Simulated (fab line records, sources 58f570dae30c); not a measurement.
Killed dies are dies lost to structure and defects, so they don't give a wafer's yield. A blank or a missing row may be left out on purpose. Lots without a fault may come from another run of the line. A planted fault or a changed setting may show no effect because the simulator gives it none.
Chamber matching | flow berkeley_cmos170 | UCB170_GATE_ETCH_15 on rie_si-02: 4 sister chambers
The step etches poly-Si in HBr/Cl2, stops on SiO2, time 56.3 s, target depth 278.2 nm. 7 wafers are shown with their chamber, then 6 later ones without.

WAFERS WITH THEIR CHAMBER
wafer  | chamber | rf_fwd_power_W (W) | oes_product_au (a.u.)
L852.5 | 0       | 295.1              | 0.821
L859.1 | 0       | 297.1              | 0.838
L859.5 | 2       | 299.6              | 0.824
L856.1 | 1       | 297.6              | 0.835
L856.6 | 3       | 299.1              | 0.826
L862.1 | 3       | 298.1              | 0.825
L862.4 | 1       | 296.6              | 0.828

WAFERS WITHOUT THEIR CHAMBER
wafer  | rf_fwd_power_W (W) | oes_product_au (a.u.)
L862.5 | 297.3              | 0.839
L863.2 | 295.9              | 0.812
L863.5 | 297.3              | 0.814
L863.6 | 298.3              | 0.822
L867.4 | 298.6              | 0.825
L867.5 | 298.2              | 0.825

WHICH CHAMBER EACH WENT THROUGH
wafer  | from the rows above               | in truth
L862.5 | can't be placed: 1 or 0 or 3      | 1
L863.2 | can't be placed: 0 or 1 or 3 or 2 | 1
L863.5 | can't be placed: 3 or 1 or 0 or 2 | 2
L863.6 | can't be placed: 3 or 2 or 1 or 0 | 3
L867.4 | can't be placed: 3 or 2 or 1      | 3
L867.5 | can't be placed: 3 or 1 or 2 or 0 | 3
Placed correctly: 0 of 6. Can't be placed from these rows: 6 (the true chamber is among the candidates in 6). Placed wrongly: 0.
How it was worked out, from the rows above alone: a wafer's distance from a chamber is the root of the sum, over the readings, of the square of ((its reading less the chamber's mean) divided by the reading's scatter). The wafer belongs to the nearest chamber; if the next one is less than 2 further off, it can't be placed. A chamber's mean is the mean of its shown wafers. The scatter: the root of (the sum of the squares of (reading less its chamber's mean) over the shown wafers, divided by (wafers less chambers)).
